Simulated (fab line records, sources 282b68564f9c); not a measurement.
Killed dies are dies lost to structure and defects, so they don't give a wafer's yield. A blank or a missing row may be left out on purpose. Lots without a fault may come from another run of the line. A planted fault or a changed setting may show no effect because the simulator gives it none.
Tool commonality check | flow rit_cmos | 14 lots, 48 wafers sampled

WHY IT WAS OPENED
At RIT_PRETRO_TW_MEAS_10 the reading PRETRO_TW is flagged on 2 of 14 lots. Wafers without a fault read 472, standard deviation 5.8.
Rule: a lot is flagged when every wafer of it that has a number lies more than 4 standard deviations from that mean, or none has a number. The other lots count as sound.

lot  | measured    | on            | PRETRO_TW, wafer by wafer | flag
L175 | day 2 16:26 | film_metro-04 | 464 467 467               |
L176 | day 2 18:30 | film_metro-02 | 485 481 481               |
L178 | day 2 23:52 | film_metro-01 | 472 471 469               |
L179 | day 3 05:02 | film_metro-02 | 477 479 477               |
L180 | day 3 10:00 | film_metro-04 | 468 468 465               |
L181 | day 3 15:10 | film_metro-02 | 475 479 477               |
L182 | day 3 17:54 | film_metro-02 | 477 477 476               |
L183 | day 3 23:32 | film_metro-02 | 477 479 478               |
L184 | day 4 04:26 | film_metro-01 | 472 471 473               |
L185 | day 4 09:45 | film_metro-04 | 565 565 566 564 564 566   | FLAGGED
L189 | day 5 05:17 | film_metro-02 | 481 481 479               |
L190 | day 5 10:10 | film_metro-01 | 570 570 567 570 566 569   | FLAGGED
L194 | day 6 06:31 | film_metro-04 | 465 468 467               |
L196 | day 6 16:44 | film_metro-04 | 466 467 468               |
The numbers of the flagged lots are 567 on average: +95 against the usual, or +16 standard deviations.

WHICH TOOL RAN EACH LOT
The record holds 2 process steps before the reading, out of a route of 202 steps. In each cell: the tool, then ch and the chambers that the sampled wafers went through, then the start.
lot  | flag    | RIT_PWELL_STRIP_09                  | RIT_PRETRO_IMPLANT_08
L175 |         | plasma_asher-02 ch 0,1, day 2 07:28 | implanter-01 ch 0, day 2 16:07
L176 |         | plasma_asher-03 ch 0,1, day 2 08:52 | implanter-04 ch 0, day 2 18:11
L178 |         | plasma_asher-02 ch 0,1, day 2 15:08 | implanter-04 ch 0, day 2 23:32
L179 |         | plasma_asher-03 ch 0,1, day 2 19:52 | implanter-03 ch 0, day 3 04:45
L180 |         | plasma_asher-03 ch 0,1, day 3 00:52 | implanter-01 ch 0, day 3 09:43
L181 |         | plasma_asher-04 ch 0,1, day 3 05:05 | implanter-03 ch 0, day 3 14:52
L182 |         | plasma_asher-04 ch 0,1, day 3 09:07 | implanter-04 ch 0, day 3 17:34
L183 |         | plasma_asher-04 ch 0,1, day 3 14:49 | implanter-03 ch 0, day 3 23:14
L184 |         | plasma_asher-03 ch 0,1, day 3 19:19 | implanter-01 ch 0, day 4 04:07
L185 | FLAGGED | plasma_asher-04 ch 0,1, day 4 00:49 | implanter-01 ch 0, day 4 09:28
L189 |         | plasma_asher-04 ch 0,1, day 4 20:33 | implanter-04 ch 0, day 5 04:59
L190 | FLAGGED | plasma_asher-04 ch 0,1, day 5 01:21 | implanter-01 ch 0, day 5 09:52
L194 |         | plasma_asher-03 ch 0,1, day 5 21:29 | implanter-03 ch 0, day 6 06:11
L196 |         | plasma_asher-03 ch 0,1, day 6 07:26 | implanter-03 ch 0, day 6 16:25
What these steps do:
- RIT_PWELL_STRIP_09: strips in O2, time 180 s.
- RIT_PRETRO_IMPLANT_08
- RIT_PRETRO_TW_MEAS_10

FLAGGED OVER TOTAL, TOOL BY TOOL (the gauges that took the reading come last)
step                  | tool            | lots run | flagged | share of the flagged lots | sound lots run after its first flagged lot
RIT_PWELL_STRIP_09    | plasma_asher-02 | 2        | 0       | none                      | -
RIT_PWELL_STRIP_09    | plasma_asher-03 | 6        | 0       | none                      | -
RIT_PWELL_STRIP_09    | plasma_asher-04 | 6        | 2       | all                       | 1 (L189)
RIT_PRETRO_IMPLANT_08 | implanter-01    | 5        | 2       | all                       | 0
RIT_PRETRO_IMPLANT_08 | implanter-03    | 5        | 0       | none                      | -
RIT_PRETRO_IMPLANT_08 | implanter-04    | 4        | 0       | none                      | -
RIT_PRETRO_TW_MEAS_10 | film_metro-01   | 3        | 1       | some                      | 0
RIT_PRETRO_TW_MEAS_10 | film_metro-02   | 6        | 0       | none                      | -
RIT_PRETRO_TW_MEAS_10 | film_metro-04   | 5        | 1       | some                      | 2 (L194,L196)

WHAT THE TABLE ALLOWS
2 rows of the table ran every flagged lot: plasma_asher-04 at RIT_PWELL_STRIP_09, implanter-01 at RIT_PRETRO_IMPLANT_08.
- plasma_asher-04 at RIT_PWELL_STRIP_09: 2 of its 6 lots flagged. Sound lots ran on it after the first flagged one (L189), which a lasting fault on the whole tool wouldn't allow.
- implanter-01 at RIT_PRETRO_IMPLANT_08: 2 of its 5 lots flagged. Its last sound lot is L184 (day 4 04:07), its first flagged lot L185 (day 4 09:28): a fault that began between those two fits. Its own readings lie more than 4 standard deviations out on every wafer of the flagged lots: dose_ions_cm2, faraday_current_uA.
One tool is left: implanter-01 at RIT_PRETRO_IMPLANT_08.

WHAT THE SIMULATOR HAD PUT IN
Process parameter drift: implanter-01, from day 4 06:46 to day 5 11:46, at RIT_PRETRO_IMPLANT_08. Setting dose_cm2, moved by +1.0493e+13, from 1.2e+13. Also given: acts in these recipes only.
Lots struck among those shown: L185, L190. The rule above found the same.
